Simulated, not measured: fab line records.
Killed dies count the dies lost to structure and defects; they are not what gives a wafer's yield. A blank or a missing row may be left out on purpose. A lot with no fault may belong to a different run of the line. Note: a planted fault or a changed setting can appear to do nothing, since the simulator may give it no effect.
Which of the tools did it? | flow berkeley cmos170 | 45 wafers from 15 lots sampled at 6 of the route's 331 steps

## WHAT THE GAUGES SHOWED, per wafer
UCB170_ACTIVE_THK_MEAS_03.
lot  | measured    | on            | ACTIVE_OXIDE_THK (nm)
L931 | day 5 03:32 | film metro-03 | 26.1 26.4 26.7
L932 | day 5 18:59 | film metro-01 | 25.9 25.9 26.3
L936 | day 6 07:05 | film metro-04 | 26.0 26.3 25.9
L937 | day 6 21:17 | film metro-01 | 25.9 26.1 26.1
L938 | day 6 21:18 | film metro-03 | 26.6 26.3 27.0
L939 | day 6 21:21 | film metro-04 | 26.9 26.9 26.9
L943 | day 7 10:22 | film metro-03 | 26.0 26.1 26.4
L946 | day 7 19:25 | film metro-04 | 26.9 27.1 26.7
L945 | day 7 19:26 | film metro-03 | 26.3 26.9 26.2
L947 | day 7 19:29 | film metro-03 | 25.1 25.8 25.2
L949 | day 8 11:40 | film metro-04 | 26.9 26.6 26.8
L950 | day 8 11:40 | film metro-01 | 25.3 25.6 25.4
L952 | day 8 21:22 | film metro-01 | 26.2 26.8 26.2
L954 | day 9 08:24 | film metro-03 | 26.6 26.8 27.3
L953 | day 9 08:25 | film metro-04 | 26.4 26.2 26.5

UCB170_GATE_THK_MEAS_05.
lot  | measured     | on            | GATE_POLY_THK (nm)
L931 | day 7 21:25  | film metro-03 | 214.5 212.4 214.2
L932 | day 8 12:07  | film metro-03 | 421.0 423.2 423.5
L936 | day 8 22:54  | film metro-03 | 422.3 422.6 422.1
L937 | day 9 15:10  | film metro-03 | 215.5 217.2 215.8
L938 | day 9 16:41  | film metro-03 | 430.1 429.8 428.8
L939 | day 9 15:07  | film metro-04 | 215.5 215.4 216.5
L943 | day 10 02:17 | film metro-02 | 211.2 213.7 210.3
L946 | day 10 17:28 | film metro-04 | 214.5 213.0 215.2
L945 | day 10 17:25 | film metro-03 | 216.6 217.2 217.3
L947 | day 10 17:28 | film metro-03 | 217.3 217.7 218.6
L949 | day 11 01:59 | film metro-02 | 214.5 215.9 216.7
L950 | day 11 02:01 | film metro-03 | 215.2 213.5 215.7
L952 | day 11 18:19 | film metro-03 | 214.9 214.4 213.5
L954 | day 12 05:28 | film metro-02 | 215.4 214.1 215.4
L953 | day 12 05:30 | film metro-04 | 214.3 214.5 215.0

UCB170_PLDD_CD_MEAS_06 targets a cd of 1200 nm.
lot  | measured     | on        | cd nm (nm)
L931 | day 8 01:29  | cd sem-02 | 1199.6 1198.5 1197.8
L937 | day 9 19:35  | cd sem-02 | 1199.6 1198.2 1198.7
L939 | day 9 19:50  | cd sem-02 | 1201.2 1199.8 1199.6
L943 | day 10 09:35 | cd sem-02 | 1202.0 1200.5 1200.6
L946 | day 10 22:23 | cd sem-01 | 1199.4 1199.5 1200.6
L945 | day 10 22:02 | cd sem-01 | 1198.3 1198.4 1199.2
L947 | day 10 22:41 | cd sem-01 | 1201.8 1200.0 1201.5
L949 | day 11 06:42 | cd sem-01 | 1199.3 1201.1 1199.7
L950 | day 11 06:53 | cd sem-02 | 1200.5 1199.0 1199.1
L952 | day 11 21:29 | cd sem-01 | 1201.2 1199.9 1200.8
L954 | day 12 10:09 | cd sem-01 | 1201.4 1200.3 1199.7
L953 | day 12 10:31 | cd sem-02 | 1199.8 1199.9 1199.9

## EACH LOT AND THE TOOL THAT RAN IT (in order: tool; ch and the chambers of the sampled wafers; start)
lot  | UCB170_PFIELD_STRIP_08              | UCB170_GATE_CVD_04          | UCB170_GATE_ETCH_15
L931 | plasma asher-01 ch 0,1, day 5 17:32 | lpcvd-01 ch 0, day 7 19:58  | rie si-01 ch 0,1,2, day 7 23:34
L932 | plasma asher-04 ch 0,1, day 6 04:23 | lpcvd-01 ch 0, day 8 09:04  | rie si-02 ch 0,1,3, day 8 13:39
L936 | plasma asher-04 ch 0,1, day 6 20:41 | lpcvd-02 ch 1, day 8 19:52  | rie si-02 ch 1,3, day 9 00:25
L937 | plasma asher-04 ch 0,1, day 7 10:41 | lpcvd-02 ch 0, day 9 13:43  | rie si-02 ch 1,2,3, day 9 17:08
L938 | plasma asher-01 ch 0,1, day 7 10:29 | lpcvd-02 ch 1, day 9 13:43  | rie si-02 ch 0,3, day 9 18:06
L939 | plasma asher-04 ch 0,1, day 7 10:13 | lpcvd-02 ch 0, day 9 13:43  | rie si-01 ch 0,2,3, day 9 16:54
L943 | plasma asher-03 ch 0,1, day 7 19:54 | lpcvd-01 ch 1, day 10 00:51 | rie si-02 ch 2,3, day 10 04:17
L946 | plasma asher-04 ch 0,1, day 8 09:02 | lpcvd-01 ch 1, day 10 15:59 | rie si-01 ch 0,2,3, day 10 19:56
L945 | plasma asher-01 ch 0,1, day 8 09:21 | lpcvd-01 ch 0, day 10 15:59 | rie si-02 ch 0,2,3, day 10 19:38
L947 | plasma asher-03 ch 0,1, day 8 09:08 | lpcvd-01 ch 1, day 10 15:59 | rie si-01 ch 0,1,3, day 10 20:05
L949 | plasma asher-03 ch 0,1, day 9 01:41 | lpcvd-02 ch 0, day 11 00:35 | rie si-02 ch 1,2,3, day 11 04:38
L950 | plasma asher-01 ch 0,1, day 9 01:35 | lpcvd-02 ch 1, day 11 00:35 | rie si-01 ch 0,1,2, day 11 04:49
L952 | plasma asher-01 ch 0,1, day 9 12:11 | lpcvd-01 ch 1, day 11 16:55 | rie si-02 ch 2,3, day 11 20:07
L954 | plasma asher-03 ch 0,1, day 9 23:24 | lpcvd-02 ch 0, day 12 04:00 | rie si-02 ch 0,2,3, day 12 07:40
L953 | plasma asher-01 ch 0,1, day 9 21:47 | lpcvd-02 ch 0, day 12 04:00 | rie si-01 ch 0,1,2, day 12 07:57
- UCB170_PFIELD_STRIP_08: strips in O2.
- UCB170_GATE_CVD_04: deposits poly-Si from SiH4, time 1440 s, target thk 214 nm.
- UCB170_GATE_ETCH_15: etches poly-Si in HBr/Cl2, stops on SiO2, time 56.3 s, target depth 278.2 nm.

## WHAT THE TOOLS THEMSELVES READ (means of the sampled wafers that have a number; where no wafer has one, the mark that the record gives instead)
UCB170_PFIELD_STRIP_08.
lot  | tool            | drypump motor current A (A) | oes product au (a.u.) | strip time to endpoint s (s)
L931 | plasma asher-01 | 5.2                         | 0.732                 | 21.64
L932 | plasma asher-04 | 5.6                         | 0.735                 | 21.75
L936 | plasma asher-04 | 5.9                         | 0.736                 | 21.71
L937 | plasma asher-04 | 5.9                         | 0.736                 | 21.67
L938 | plasma asher-01 | 5.2                         | 0.731                 | 21.65
L939 | plasma asher-04 | 5.9                         | 0.731                 | 21.66
L943 | plasma asher-03 | 6.1                         | 0.735                 | 21.64
L946 | plasma asher-04 | 5.6                         | 0.732                 | 21.57
L945 | plasma asher-01 | 5.1                         | 0.735                 | 21.60
L947 | plasma asher-03 | 6.1                         | 0.732                 | 21.67
L949 | plasma asher-03 | 6.1                         | 0.737                 | 21.60
L950 | plasma asher-01 | 5.2                         | 0.735                 | 21.70
L952 | plasma asher-01 | 5.2                         | 0.737                 | 21.64
L954 | plasma asher-03 | 5.6                         | 0.737                 | 21.59
L953 | plasma asher-01 | 5.1                         | 0.734                 | 21.73

UCB170_GATE_ETCH_15.
lot  | tool      | drypump motor current A (A) | oes product au (a.u.) | throttle valve pct (%)
L931 | rie si-01 | 5.5                         | 0.831                 | 26.41
L932 | rie si-02 | 5.5                         | 1.002                 | 26.47
L936 | rie si-02 | 5.2                         | 1.020                 | 26.59
L937 | rie si-02 | 5.3                         | 0.847                 | 26.62
L938 | rie si-02 | 5.7                         | 1.008                 | 26.38
L939 | rie si-01 | 6.1                         | 0.835                 | 26.36
L943 | rie si-02 | 5.4                         | 0.816                 | 26.55
L946 | rie si-01 | 6.1                         | 0.827                 | 26.35
L945 | rie si-02 | 5.5                         | 0.845                 | 26.50
L947 | rie si-01 | 5.7                         | 0.827                 | 26.61
L949 | rie si-02 | 5.2                         | 0.843                 | 26.63
L950 | rie si-01 | 5.5                         | 0.835                 | 26.41
L952 | rie si-02 | 5.3                         | 0.831                 | 26.55
L954 | rie si-02 | 5.5                         | 0.839                 | 26.51
L953 | rie si-01 | 5.5                         | 0.830                 | 26.41

## THE ANSWER, worked out from the rows above alone
Rule: usual is defined by the lots themselves. The widest of any qualifying gaps counts: lots, ordered by their means at a reading, are off when they make up no more than a third of the lots, leave a main group of 4 or more, and stand apart from it by 3 or more times the standard deviation of that group's means. If all means in a main group match to the digits the tables above print for the reading, that group is not used. Also off: a lot with no number at a reading for which 4 or more lots have one. The other lots that the step has rows for count as sound. Order of review: gauges by route order, followed by the tools' own readings, for which a lot's mean as printed above is used. The first step at which some lot is off is used, and at that step the reading that is off furthest; a lot without a number counts as furthest.
Off: at UCB170_GATE_THK_MEAS_05 (GATE_POLY_THK), L932, L936, L938. Mean 215.1 nm and standard deviation 1.5 in the main group.
If a tool, at a process step before that reading, ran all the lots that are off and no sound lot after the first of them, it fits. Not tried: the gauges at UCB170_GATE_THK_MEAS_05; whatever is off there is also off at UCB170_GATE_ETCH_15, on other tools, and gauge error can't account for it. No candidate that was tried fits.

## WHAT THE SIMULATOR HAD INSERTED
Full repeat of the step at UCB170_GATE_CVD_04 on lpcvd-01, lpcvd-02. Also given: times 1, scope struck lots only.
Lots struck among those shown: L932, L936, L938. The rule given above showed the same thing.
